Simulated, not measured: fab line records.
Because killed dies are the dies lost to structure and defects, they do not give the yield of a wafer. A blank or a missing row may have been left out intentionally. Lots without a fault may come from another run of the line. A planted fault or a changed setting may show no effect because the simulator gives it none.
Which tool did it? / flow berkeleyCmos170 / 18 wafers from 6 lots sampled at 3 of the route's 331 steps

== WHAT THE GAUGES READ, wafer by wafer ==
UCB170_V2_CD_MEAS_90: the cd target is 700 nm.
lot=L590; measured=day 8 04:55; on=cdSem-02; cdNm (nm)=698.1 697.9 696.5
lot=L589; measured=day 8 21:47; on=cdSem-02; cdNm (nm)=696.9 698.1 698.2
lot=L593; measured=day 9 09:52; on=cdSem-01; cdNm (nm)=701.8 700.1 700.6
lot=L596; measured=day 9 11:57; on=cdSem-02; cdNm (nm)=695.9 697.3 696.6
lot=L600; measured=day 10 16:02; on=cdSem-02; cdNm (nm)=700.9 702.1 702.0
lot=L601; measured=day 10 19:47; on=cdSem-02; cdNm (nm)=698.6 700.4 698.3

== EACH LOT AND THE TOOL THAT RAN IT (in order: tool; ch and the chambers of the sampled wafers; start) ==
lot=L590; UCB170_M2_STRIP_19=plasmaAsher-04 ch 0,1, day 8 02:04; UCB170_V2_CMP_02=cmp-02 ch 0,1,2, day 8 02:29
lot=L589; UCB170_M2_STRIP_19=plasmaAsher-01 ch 1, day 8 18:41; UCB170_V2_CMP_02=cmp-01 ch 0,1,3, day 8 19:13
lot=L593; UCB170_M2_STRIP_19=plasmaAsher-01 ch 0,1, day 9 06:45; UCB170_V2_CMP_02=cmp-02 ch 0,1,3, day 9 07:20
lot=L596; UCB170_M2_STRIP_19=plasmaAsher-04 ch 0, day 9 09:33; UCB170_V2_CMP_02=cmp-02 ch 0,2,3, day 9 09:59
lot=L600; UCB170_M2_STRIP_19=plasmaAsher-03 ch 0,1, day 10 13:01; UCB170_V2_CMP_02=cmp-01 ch 0,1,2, day 10 13:32
lot=L601; UCB170_M2_STRIP_19=plasmaAsher-04 ch 0,1, day 10 14:56; UCB170_V2_CMP_02=cmp-01 ch 0,1, day 10 15:40
- UCB170_M2_STRIP_19: strips in O2.
- UCB170_V2_CMP_02: polishes SiO2.

== THE ANSWER, worked out from the rows above alone ==
Rule: what is usual is taken from the lots themselves. The widest of any qualifying gaps counts: lots, ordered by their means at a reading, are off when they make up no more than a third of the lots, leave a main group of 4 or more, and stand apart from it by 3 or more times the standard deviation of that group's means. If all means in a main group match to the digits the tables above print for the reading, that group is not used. Also off: a lot with no number at a reading for which 4 or more lots have one. Where the step has rows for the other lots, those lots are counted as sound.
Across all readings shown, no lot is off: no conclusion can be drawn from this.

== WHAT THE SIMULATOR PUT IN ==
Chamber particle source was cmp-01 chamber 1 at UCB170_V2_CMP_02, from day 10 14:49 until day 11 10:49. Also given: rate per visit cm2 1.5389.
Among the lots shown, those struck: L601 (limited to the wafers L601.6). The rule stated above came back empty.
